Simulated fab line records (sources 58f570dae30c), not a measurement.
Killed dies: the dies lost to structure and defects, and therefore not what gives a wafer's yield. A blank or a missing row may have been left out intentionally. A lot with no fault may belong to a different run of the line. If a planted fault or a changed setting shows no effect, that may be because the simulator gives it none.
2 desks, one fault + flow berkeley_cmos170 + each desk has only its own numbers; what lay behind them comes last

## DESK OF THE TOOL OWNER: implanter-04
The tool's own readings at UCB170_NVT_IMPLANT_07, given as means over the sampled wafers that have a number, one for each lot that went through this tool. A lot is out of limits, marked OUT, if its mean lies more than 4 standard deviations from the usual mean; the brackets give that distance.
Columns: A = faraday_current_uA at UCB170_NVT_IMPLANT_07, usual 9.54; B = tilt_deg at UCB170_NVT_IMPLANT_07, usual 7.004 degrees
| lot  | first seen here | A    | B               |
|------|-----------------|------|-----------------|
| L472 | day 5 14:47     | 9.51 | 7.002           |
| L479 | day 6 14:37     | 9.58 | 7.022           |
| L484 | day 7 06:50     | 9.44 | 7.006           |
| L482 | day 7 07:56     | 9.54 | 7.006           |
| L483 | day 7 08:54     | 9.48 | 5.061 (-93) OUT |
| L486 | day 8 04:45     | 9.60 | 5.075 (-92) OUT |
Finding of this desk: L483, L486 out of limits; the first was L483 at day 7 08:54, on tilt_deg at UCB170_NVT_IMPLANT_07. L472, L479, L484, L482 stayed within limits.

## METROLOGY DESK
Means of the sampled wafers that have a number, per lot and without regard to the tool the lot ran on: this is what the gauges read. A lot is out of limits, marked OUT, if its mean lies more than 4 standard deviations from the usual mean; the brackets give that distance.
Columns: A = SCREENOX_OXIDE_THK at UCB170_SCREENOX_THK_MEAS_02, usual 14.53 nm; B = GATE_POLY_THK at UCB170_GATE_THK_MEAS_05, usual 212.8 nm
| lot  | first seen here | A     | B     |
|------|-----------------|-------|-------|
| L472 | day 5 11:11     | 14.24 | 211.8 |
| L476 | day 5 21:52     | 14.34 | 215.3 |
| L479 | day 6 09:13     | 14.70 | 213.4 |
| L482 | day 7 03:39     | 14.68 | 210.0 |
| L484 | day 7 03:40     | 14.77 | 210.9 |
| L485 | day 7 03:40     | 14.86 | 215.2 |
| L483 | day 7 04:49     | 14.46 | 214.8 |
| L486 | day 8 01:07     | 14.43 | 209.8 |
| L488 | day 8 01:08     | 14.64 | 212.4 |
| L491 | day 9 02:26     | 14.12 | 214.5 |
| L490 | day 9 02:28     | 14.60 | 216.9 |
| L494 | day 9 11:31     | 14.28 | 212.4 |
| L495 | day 10 00:41    | 14.93 | 211.0 |
| L493 | day 10 00:42    | 14.25 | 214.7 |
Result from this desk: across the 14 lots, nothing is out of limits.

## TAKEN TOGETHER
The tool owner's desk had the chance to raise an alarm at day 7 08:54 on L483, L486.
Metrology desk: nothing out of limits seen.
The metrology desk holds a record of L483, L486, inside its limits.
UCB170_NVT_IMPLANT_07 was run on implanter-04 by each of the lots named.

## WHAT THE SIMULATOR PUT IN
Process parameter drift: implanter-04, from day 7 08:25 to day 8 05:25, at UCB170_NVT_IMPLANT_07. Setting tilt_deg shifted by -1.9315 from 7. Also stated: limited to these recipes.
Struck lots among those shown: L483, L486.
Each desk's first reading out of limits, in hours after the fault started: the tool owner's desk, 0.
